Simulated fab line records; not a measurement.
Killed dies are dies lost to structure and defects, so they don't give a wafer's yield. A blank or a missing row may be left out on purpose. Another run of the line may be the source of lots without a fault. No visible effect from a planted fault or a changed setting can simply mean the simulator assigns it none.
fab line records | flow ritCmos
record: lots: 6 wafers: 18 lastDay: 7
route steps=202 shown M1@186
lots untouched by any fault: they come from a run of this same line in which no faults occurred
startH: hours from the record's first day to the start of the lot's first wafer shown | waitH: time in hours since the lot's previous step | " unchanged from the row above | L1.1+2: a single row standing in for several wafers | - value missing, or start not given | * or withheld: withheld | < > ~ a bound
route shown NAME@n: names a module that has steps shown in the file, with the first one's number in the route | usual: the fault-free wafers' mean and standard deviation | same: alike in all rows | chamber/n: place in a boat | sites: each site's reading | _std_site: standard deviation of those values | _edge_site: outer sites' mean less inner sites' | radiusMm: how far each site lies from the wafer's centre | mask NAME#n: copy n | behind: tool/chamber where the wafer was last shaped | hold: why the lot went on hold/how many hours it stayed there/how the hold came to an end | device: whichever transistor did not switch (one of n, p or np) | end of line: the route-end tests of the same wafers | a step without rows: its recipe alone | killed: the dies lost at the first sort to structure and to defects; this is not the yield of the wafer | map: per-die view of a wafer (x killed, . not killed, _ where there is no die)
set.NAME: the setting the step ran with; set.NAME@STEP: the setting that earlier step ran with | model.NAME: the simulator's own value behind a step, which no gauge read
lots at selected steps of the route; one table per step, one row per wafer
services: from which hour (startH, from the record's first day; less than 0 if before it) a tool's chamber was out of use, for how many hours, and why
== steps ==
step: RIT_M1_THK_MEAS_02
recipe: thkMeasGauge: xrf reads: Al_of_M1_SPUTTER_00
usual: M1_AL_THK: 397/3.9
columns lot.wafer tool chamber startH waitH M1_AL_THK[nm]
L203.2 filmMetro-03 - 64.53 0.1 399
L203.4 " - " " 404
L203.6 " - " " 401
L209.1 filmMetro-01 - 94.68 0.1 400
L209.2 " - " " 399
L209.3 " - " " 404
L215.2 filmMetro-02 - 132.41 0.1 391
L215.5 " - " " 394
L215.6 " - " " 393
L216.2 filmMetro-02 - 137.31 0.1 394
L216.4 " - " " 396
L216.5 " - " " 394
L218.1 filmMetro-02 - 145.10 0.1 403
L218.3 " - " " 403
L218.4 " - " " 405
L220.1 filmMetro-01 - 157.28 0.1 398
L220.2 " - " " 397
L220.4 " - " " 401
step: RIT_M1_HMDS_03
recipe: primeTimeS: 60 primeTempC: 140
step: RIT_M1_COAT_04
recipe: resist: NOVOLAK spinRpm: 2000 resistThkNm: 1300
step: RIT_M1_SOFTBAKE_05
recipe: resist: NOVOLAK tempC: 90 timeS: 60
step: RIT_M1_EXPOSE_06
recipe: maskId: M12 na: 0.6 sourceShape: conventional sigmaOuter: 0.5 targetCdNm: 2600 doseMj: 250
step: RIT_M1_PEB_07
recipe: resist: NOVOLAK tempC: withheld timeS: withheld
step: RIT_M1_DEVELOP_08
recipe: resist: NOVOLAK developTimeS: 68 devTempC: 23
step: RIT_M1_CD_MEAS_09
recipe: targetCdNm: 2600
usual: cdNm: 2599.9/1.7
columns lot.wafer tool chamber startH waitH cdNm
L203.2 cdSem-01 - 65.48 - 2602.0
L203.4 " - " " 2601.4
L203.6 " - " " 2601.3
L209.1 cdSem-01 - 95.74 - 2597.3
L209.2 " - " " 2597.2
L209.3 " - " " 2597.2
L215.2 cdSem-01 - 133.49 - 2601.6
L215.5 " - " " 2598.3
L215.6 " - " " 2600.4
L216.2 cdSem-02 - 138.26 - 2596.5
L216.4 " - " " 2599.1
L216.5 " - " " 2599.3
L218.1 cdSem-02 - 146.19 - 2600.3
L218.3 " - " " 2598.2
L218.4 " - " " 2599.5
L220.1 cdSem-02 - 158.22 - 2600.8
L220.2 " - " " 2602.7
L220.4 " - " " 2603.0
step: RIT_M1_OVL_MEAS_10
usual: M1_OVL: 0.3/1.5
columns lot.wafer tool chamber startH waitH M1_OVL[nm]
L203.2 overlay-02 - 65.58 0.1 -3.0
L203.4 " - " " -1.5
L203.6 " - " " -3.3
L209.1 overlay-01 - 95.86 0.1 2.9
L209.2 " - " " 2.0
L209.3 " - " " 3.0
L215.2 overlay-02 - 133.59 0.1 -0.5
L215.5 " - " " 0.0
L215.6 " - " " -1.4
L216.2 overlay-01 - 138.37 0.1 -0.1
L216.4 " - " " 0.9
L216.5 " - " " -0.8
L218.1 overlay-02 - 146.31 0.1 -0.6
L218.3 " - " " -0.1
L218.4 " - " " -0.2
L220.1 overlay-01 - 158.34 0.1 0.9
L220.2 " - " " 1.0
L220.4 " - " " 0.0
step: RIT_M1_HARDBAKE_11
recipe: resist: NOVOLAK tempC: 140 timeS: 120
step: RIT_M1_METAL_ETCH_12
recipe: stopOn: SiO2 chemistry: Cl2/BCl3 target: Al timeS: 165 overEtchFrac: 0.5 pressureMtorr: 100 targetDepthA: 6000 rfW: 250 Cl2_flow_sccm: 60 bcl3FlowSccm: 50
usual: drypumpMotorCurrentA: 5.8/0.55 oesProductAu: 0.771/0.012 throttleValvePct: 8.20/0.12
columns lot.wafer tool chamber startH waitH drypumpMotorCurrentA oesProductAu rfHoursCounterH throttleValvePct
L203.2 rieMetal-02 0 65.86 0.2 6.6 0.775 35 8.16
L203.4 " 0 " " 6.6 0.780 - 8.13
L203.6 " 0 " " 6.6 0.774 - 8.17
L209.1 rieMetal-02 0 96.15 0.2 6.6 0.773 35 8.12
L209.2 " 1 " " 5.9 0.759 38 8.20
L209.3 " 0 " " 6.6 0.774 - 8.17
L215.2 rieMetal-02 0 133.91 0.2 6.7 0.762 36 8.14
L215.5 " 1 " " 5.9 0.742 - 8.21
L215.6 " 0 " " 6.6 0.760 - 8.14
L216.2 rieMetal-01 0 138.71 0.2 6.5 0.760 5 8.36
L216.4 " 1 " " 5.2 0.771 - 8.01
L216.5 " 1 " " 5.2 0.784 - 8.04
L218.1 rieMetal-01 0 146.59 0.2 6.5 0.768 5 8.38
L218.3 " 1 " " 5.2 0.785 - 8.02
L218.4 " 0 " " 6.4 0.764 - 8.36
L220.1 rieMetal-02 0 158.63 0.2 6.7 0.779 0 8.16
L220.2 " 1 " " 5.9 0.766 0 8.23
L220.4 " 1 " " 5.9 0.759 - 8.22
step: RIT_M1_STRIP_13
recipe: chemistry: nmp resist: NOVOLAK tempC: 80 timeS: 600 dry: n2Spin
step: RIT_M1_STRIP_14
recipe: chemistry: O2 timeS: 180 platenTempC: withheld powerW: 500 pressureMtorr: 4000 o2FlowSccm: 4000
usual: drypumpMotorCurrentA: 5.5/0.56 rfReflPowerW: 7.0/1.2 runLengthS: 208.6/0.52
columns lot.wafer tool chamber startH waitH drypumpMotorCurrentA rfHoursCounterH rfReflPowerW runLengthS
L203.2 plasmaAsher-02 0 66.22 0.0 5.3 42 5.4 207.7
L203.4 " 1 " " 6.1 - 7.6 209.0
L203.6 " 1 " " 6.1 - 7.4 208.7
L209.1 plasmaAsher-01 1 96.50 0.0 4.8 30 5.3 209.0
L209.2 " 0 " " 5.2 30 8.5 209.2
L209.3 " 1 " " 4.8 - 5.4 208.9
L215.2 plasmaAsher-02 1 134.26 0.0 6.2 2 7.1 239.5
L215.5 " 1 " " 6.2 - 7.3 239.2
L215.6 " 0 " " 5.3 - 5.1 207.8
L216.2 plasmaAsher-03 0 139.05 0.0 6.3 48 7.7 208.9
L216.4 " 1 " " 5.0 - 8.1 208.4
L216.5 " 0 " " 6.3 - 7.2 209.2
L218.1 plasmaAsher-02 1 146.95 0.0 6.2 4 7.5 238.9
L218.3 " 1 " " 6.2 - 7.3 238.9
L218.4 " 0 " " 5.3 - 5.0 207.8
L220.1 plasmaAsher-03 0 158.98 0.0 6.3 50 7.1 209.1
L220.2 " 1 " " 5.0 50 7.9 208.1
L220.4 " 1 " " 5.1 - 8.3 208.6
step: RIT_M1_CD_MEAS_90
recipe: targetCdNm: 2600
usual: cdNm: 2600.2/2.1
columns lot.wafer tool chamber startH waitH cdNm
L203.2 cdSem-02 - 66.41 0.1 2600.7
L203.4 " - " " 2601.4
L203.6 " - " " 2602.2
L209.1 cdSem-01 - 96.68 0.1 2596.4
L209.2 " - " " 2597.9
L209.3 " - " " 2598.3
L215.2 cdSem-02 - 134.46 0.1 2603.2
L215.5 " - " " 2598.9
L215.6 " - " " 2600.3
L216.2 cdSem-02 - 139.24 0.1 2597.1
L216.4 " - " " 2600.3
L216.5 " - " " 2598.8
L218.1 cdSem-02 - 147.12 0.1 2600.9
L218.3 " - " " 2599.6
L218.4 " - " " 2600.0
L220.1 cdSem-02 - 159.16 0.1 2601.6
L220.2 " - " " 2602.7
L220.4 " - " " 2602.2
step: RIT_M1_PROBE_99
usual: defectLimitedYield: 97.5/1 killedAtContacts: 0.1/0.24 killedAtFrontEnd: 6.6/2.7 killedDies: 6.6/2.7 killedOpen: 3.3/1.8 killedShort: 3.4/1.9 sort_bin_3_pad_short: 0.1/0.19 sort_bin_5_function: 1.5/0.78 sort_bin_6_memory: 0.9/0.63 sortNPass: 257.4/2.7 sortYieldPct: 97.5/1
same: grossDies: 264 killed_at_M0_to_M3: 0 killed_at_M4_up: 0 killedAtBackSide: 0 killedAtOther: 0
columns lot.wafer tool chamber startH waitH defectLimitedYield[%] killedAtContacts killedAtFrontEnd killedDies killedOpen killedShort sort_bin_3_pad_short[%] sort_bin_5_function[%] sort_bin_6_memory[%] sortNPass sortYieldPct[%]
L203.2 prober-01 - 68.18 0.1 95.8 0 11 11 4 7 0 2.7 1.5 253.0 95.8
L203.4 prober-01 - 68.28 0.2 95.5 0 12 12 7 5 0.4 2.3 1.9 252.0 95.5
L203.6 prober-01 - 68.38 0.2 97.7 0 6 6 3 3 0 1.9 0.4 258.0 97.7
L209.1 prober-01 - 99.09 0.1 97.0 0 8 8 3 5 0 2.7 0.4 256.0 97.0
L209.2 prober-01 - 99.14 0.1 97.3 0 7 7 4 3 0 2.3 0.4 257.0 97.3
L209.3 prober-01 - 99.19 0.2 97.7 0 6 6 5 1 0 1.5 0.8 258.0 97.7
L215.2 prober-01 - 136.42 0.1 96.2 0 10 10 5 5 0.4 3.0 0.4 254.0 96.2
L215.5 prober-01 - 136.57 0.2 96.2 0 10 10 7 3 0.4 2.7 0.8 254.0 96.2
L215.6 prober-01 - 136.62 0.2 99.6 0 1 1 0 1 0 0.4 0 263.0 99.6
L216.2 prober-02 - 141.01 0.1 97.0 0 8 8 4 4 0 1.9 1.1 256.0 97.0
L216.4 prober-02 - 141.11 0.2 97.0 0 8 8 3 5 0 0.4 2.7 256.0 97.0
L216.5 prober-02 - 141.16 0.2 98.5 0 4 4 1 3 0 1.1 0.4 260.0 98.5
L218.1 prober-02 - 149.43 0.1 98.9 0 3 3 3 0 0 0.4 0.8 261.0 98.9
L218.3 prober-02 - 149.53 0.2 97.0 1 7 8 4 4 0 1.1 1.9 256.0 97.0
L218.4 prober-02 - 149.58 0.2 97.3 0 7 7 3 4 0 1.5 1.1 257.0 97.3
L220.1 prober-02 - 160.90 0.1 97.3 0 7 7 3 4 0 2.3 0.4 257.0 97.3
L220.2 prober-02 - 160.95 0.1 96.2 0 10 10 6 4 0 1.5 2.3 254.0 96.2
L220.4 prober-02 - 161.05 0.2 95.8 0 11 11 6 5 0.4 2.7 1.1 253.0 95.8
killed by level:class
L203.2 GATE:geometricParticle:short=6 GATE:geometricParticle:open=3 REOX:geometricParticle:open=1 SILICIDE:geometricParticle:short=1
L203.4 GATE:geometricParticle:open=3 FOX2:geometricParticle:open=2 GATE:geometricParticle:short=2 FOX1:geometricParticle:short=1 FOX2:geometricParticle:short=1 REOX:geometricParticle:open=1 SPACER:geometricParticle:short=1 SPACER:geometricParticle:open=1
L203.6 GATE:geometricParticle:short=2 FOX1:geometricParticle:open=1 GATE:geometricParticle:open=1 REOX:geometricParticle:short=1 SPACER:geometricParticle:open=1
L209.1 FOX1:geometricParticle:short=1 FOX1:geometricParticle:open=1 GATE:geometricParticle:short=1 REOX:geometricParticle:open=1 REOX:geometricParticle:short=1 SPACER:geometricParticle:open=1 SPACER:geometricParticle:short=1 SILICIDE:geometricParticle:short=1
L209.2 FOX1:geometricParticle:open=1 FOX1:geometricParticle:short=1 GATE:geometricParticle:open=1 GATE:geometricParticle:short=1 REOX:geometricParticle:short=1 REOX:geometricParticle:open=1 SILICIDE:geometricParticle:open=1
L209.3 GATE:geometricParticle:open=2 FOX1:geometricParticle:open=1 GATE:geometricParticle:short=1 REOX:geometricParticle:open=1 SPACER:geometricParticle:open=1
L215.2 FOX1:geometricParticle:short=2 FOX1:geometricParticle:open=2 SILICIDE:geometricParticle:open=2 GATE:geometricParticle:short=1 REOX:geometricParticle:open=1 SPACER:geometricParticle:short=1 SILICIDE:geometricParticle:short=1
L215.5 GATE:geometricParticle:open=4 SPACER:geometricParticle:open=3 SPACER:geometricParticle:short=2 GATE:geometricParticle:short=1
L215.6 FOX1:geometricParticle:short=1
L216.2 SPACER:geometricParticle:short=3 SPACER:geometricParticle:open=3 FOX2:geometricParticle:open=1 GATE:geometricParticle:short=1
L216.4 FOX2:geometricParticle:short=2 GATE:geometricParticle:short=2 REOX:geometricParticle:open=2 REOX:geometricParticle:short=1 SPACER:geometricParticle:open=1
L216.5 GATE:geometricParticle:short=2 REOX:geometricParticle:open=1 SILICIDE:geometricParticle:short=1
L218.1 GATE:geometricParticle:open=2 FOX1:geometricParticle:open=1
L218.3 GATE:geometricParticle:short=2 SPACER:geometricParticle:open=2 CONTACT:geometricParticle:short=1 GATE:geometricParticle:open=1 SILICIDE:geometricParticle:short=1 SILICIDE:geometricParticle:open=1
L218.4 GATE:geometricParticle:open=2 GATE:geometricParticle:short=2 SPACER:geometricParticle:short=2 REOX:geometricParticle:open=1
L220.1 SILICIDE:geometricParticle:open=2 SILICIDE:geometricParticle:short=1 FOX2:geometricParticle:short=1 FOX2:geometricParticle:open=1 GATE:geometricParticle:short=1 REOX:geometricParticle:short=1
L220.2 FOX1:geometricParticle:open=2 FOX2:geometricParticle:short=2 FOX2:geometricParticle:open=1 GATE:geometricParticle:open=1 GATE:geometricParticle:short=1 REOX:geometricParticle:short=1 REOX:geometricParticle:open=1 SILICIDE:geometricParticle:open=1
L220.4 FOX1:geometricParticle:open=2 GATE:geometricParticle:open=2 GATE:geometricParticle:short=2 REOX:geometricParticle:short=2 FOX1:geometricParticle:short=1 REOX:geometricParticle:open=1 SILICIDE:geometricParticle:open=1
== services ==
columns tool chamber startH hours kind
plasmaAsher-01 - 73.99 2.6 repair
plasmaAsher-02 - 108.75 9.0 pm
plasmaAsher-02 0 108.75 9.0 ventCycle
plasmaAsher-02 1 108.75 9.0 ventCycle
plasmaAsher-03 - 111.94 2.0 repair
plasmaAsher-02 0 117.75 - clean
plasmaAsher-02 1 117.75 - clean
rieMetal-02 - 136.12 20.0 pm
rieMetal-02 0 136.12 20.0 ventCycle
rieMetal-02 1 136.12 20.0 ventCycle
plasmaAsher-01 - 137.35 4.3 pm
plasmaAsher-03 - 139.40 2.8 pm
rieMetal-02 0 156.12 - clean
rieMetal-02 1 156.12 - clean
== key ==
firstSign: step: RIT_M1_STRIP_14 reading: runLengthS direction: up sigmas: 59 usual: * struck: *
effect none on later readings
metAt RIT_M1_STRIP_14
struckWafers L215.2,L215.5,L218.1,L218.3
onsetBetween 66.22 134.26
fault: kind: processParameterDrift tool: plasmaAsher-02 chamber: 1 onsetH: 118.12 steps: RIT_M1_STRIP_14 channel: timeS offset: * shape: step endH: 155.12 actsIn: * stated: *
